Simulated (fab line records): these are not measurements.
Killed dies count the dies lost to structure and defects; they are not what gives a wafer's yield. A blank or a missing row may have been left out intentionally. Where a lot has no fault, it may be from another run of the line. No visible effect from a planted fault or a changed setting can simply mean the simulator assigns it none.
Code-filled problem report in 8D (eight disciplines) form / flow berkeley-cmos170 / the parts of the form that need people (team, actions taken, sign-off) are left out

== 1. WHAT IS WRONG ==
cd-nm at UCB170_ACTIVE_CD_MEAS_13 reads a mean of 1190.5 nm on 6 wafers of 2 lots; wafers without a fault read 1200.1 nm with a standard deviation of 1.2. Measured from the usual mean, that is -8.0 standard deviations.
The step: target cd 1200 nm.
Earliest sighting: wafer L548.1 on cd-sem-02 at day 5 12:43. The record holds 42 wafers of 14 lots with a number at this step. Rule for "out", or "out of limits": more than 4 standard deviations from the usual mean. The rest of the wafers with a number are treated as sound.

== 2. WHAT IT IS, WHAT IT ISN'T ==
question=which readings at this step | is=cd-nm | is not=-
question=which lots | is=L548, L550 | is not=L543, L544, L545, L546, L547, L555, L556, L557, L558, L561, L562, L563
question=which wafers of those lots | is=all that have a number | is not=-
question=read on which gauges | is=cd-sem-02 | is not=cd-sem-01
question=when | is=from day 5 12:43 | is not=up to then (15 sound wafers); but 21 sound wafers of L555, L556, L557, L558, L561, L562, L563 came after

== 3. SUSPECTS, AND WHAT RULES EACH OUT ==
Counting: any tool at a process step up to the reading is kept as a suspect provided that every lot that is out went through it and no sound lot did after the first of them.
- the gauge at UCB170_ACTIVE_CD_MEAS_13: kept. All the wafers that are out were read on cd-sem-02, and no step on other tools shows them out.
- litho-track-03 at UCB170_ACTIVE_PEB_11: ruled out as a lasting fault. After its first lot that is out, L548 (day 5 12:26), sound lots L563 ran on it.
Remaining after the count: cd-sem-02 at UCB170_ACTIVE_CD_MEAS_13.

== 4. THE CAUSE (what the simulator had put in) ==
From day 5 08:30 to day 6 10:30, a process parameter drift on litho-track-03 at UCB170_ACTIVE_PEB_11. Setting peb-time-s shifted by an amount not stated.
Counting ruled it out, wrongly: the rule takes a fault to strike every lot that its tool runs from its start on, and this one did not.

== 5. THE CHAIN OF EFFECTS, in route order ==
Rows list readings where the struck wafers' mean (over those with a number) sits beyond 3 standard deviations from the usual. Only readings whose record carries a usual standard deviation are examined. hours: median over the lots of the time between each lot's start at the first step of this table that gives one and its start at this step. sigmas: the change, counted in usual standard deviations.
hours=0; step=UCB170_ACTIVE_CD_MEAS_13; reading=cd-nm; usual=1200.1 nm; on struck wafers=1190.5; change=-9.6; sigmas=-8.0
At these later measuring or inspecting steps, every struck wafer for which the step has a row has a number for every such reading, and none has moved that far: UCB170_SCREENOX_THK_MEAS_02, UCB170_NSD_OVL_MEAS_07.

== 6. HOW IT WOULD HAVE BEEN CAUGHT EARLIER ==
4 hours passed between the start of the fault at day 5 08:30 and the first reading out of limits at a measuring or inspecting step in this record, taken at day 5 12:43.
